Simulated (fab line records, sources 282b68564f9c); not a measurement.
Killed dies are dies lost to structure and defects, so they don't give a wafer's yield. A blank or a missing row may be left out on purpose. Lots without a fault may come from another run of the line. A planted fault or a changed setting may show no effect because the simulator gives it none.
Which tool did it? | flow rit_cmos | 10 lots, 30 wafers sampled, at 2 steps of a route of 202

WHAT THE GAUGES READ, wafer by wafer
RIT_PRETRO_TW_MEAS_10.
lot  | measured    | on            | PRETRO_TW
L588 | day 2 07:01 | film_metro-02 | 470.6 470.0 472.3
L589 | day 2 13:22 | film_metro-02 | 470.0 469.1 471.0
L590 | day 2 18:17 | film_metro-01 | 469.9 470.6 469.1
L591 | day 2 23:22 | film_metro-02 | 467.4 466.8 470.8
L602 | day 5 07:23 | film_metro-03 | 432.8 434.9 436.9
L603 | day 5 09:53 | film_metro-02 | 439.0 440.1 437.5
L604 | day 5 15:26 | film_metro-02 | 472.1 472.7 472.5
L606 | day 6 01:49 | film_metro-01 | 468.7 469.8 468.4
L608 | day 6 12:02 | film_metro-02 | 473.8 473.7 472.5
L611 | day 7 01:56 | film_metro-02 | 479.7 474.7 477.6

WHICH TOOL RAN EACH LOT (tool, then ch and the chambers of the sampled wafers, then the start)
lot  | RIT_PRETRO_IMPLANT_08
L588 | implanter-02 ch 0, day 2 06:43
L589 | implanter-04 ch 0, day 2 13:02
L590 | implanter-02 ch 0, day 2 17:58
L591 | implanter-04 ch 0, day 2 23:02
L602 | implanter-02 ch 0, day 5 07:04
L603 | implanter-02 ch 0, day 5 09:34
L604 | implanter-04 ch 0, day 5 15:07
L606 | implanter-04 ch 0, day 6 01:29
L608 | implanter-04 ch 0, day 6 11:43
L611 | implanter-04 ch 0, day 7 01:37
- RIT_PRETRO_IMPLANT_08

THE ANSWER, worked out from the rows above alone
Rule: what is usual is taken from the lots themselves. Put in order of their means at a reading, lots are off if they are a third of the lots or fewer, leave a main group of 4 or more, and stand apart from it by a gap of 3 or more times the standard deviation of the main group's means; of several such gaps the widest counts. A main group whose means are all the same, to the digits that the tables above print for the reading, isn't used. A lot without any number at a reading at which 4 lots or more have one is off too. The other lots that the step has rows for count as sound.
Off: L602, L603, at RIT_PRETRO_TW_MEAS_10 (PRETRO_TW). The main group: mean 471.4, standard deviation 2.7.
A tool fits if, at a process step before that reading, it ran every lot that is off, and no sound lot after the first of them. The gauges at RIT_PRETRO_TW_MEAS_10 are tried like those tools. One fits: implanter-02 at RIT_PRETRO_IMPLANT_08. Its last sound lot is L590 (day 2 17:58), its first lot that is off L602 (day 5 07:04): a fault that began between those two fits.

WHAT THE SIMULATOR HAD PUT IN
Process parameter drift: implanter-02, from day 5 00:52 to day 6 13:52, at RIT_PRETRO_IMPLANT_08. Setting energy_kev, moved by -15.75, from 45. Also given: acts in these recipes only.
Lots struck among those shown: L602, L603. The rule above found the same.
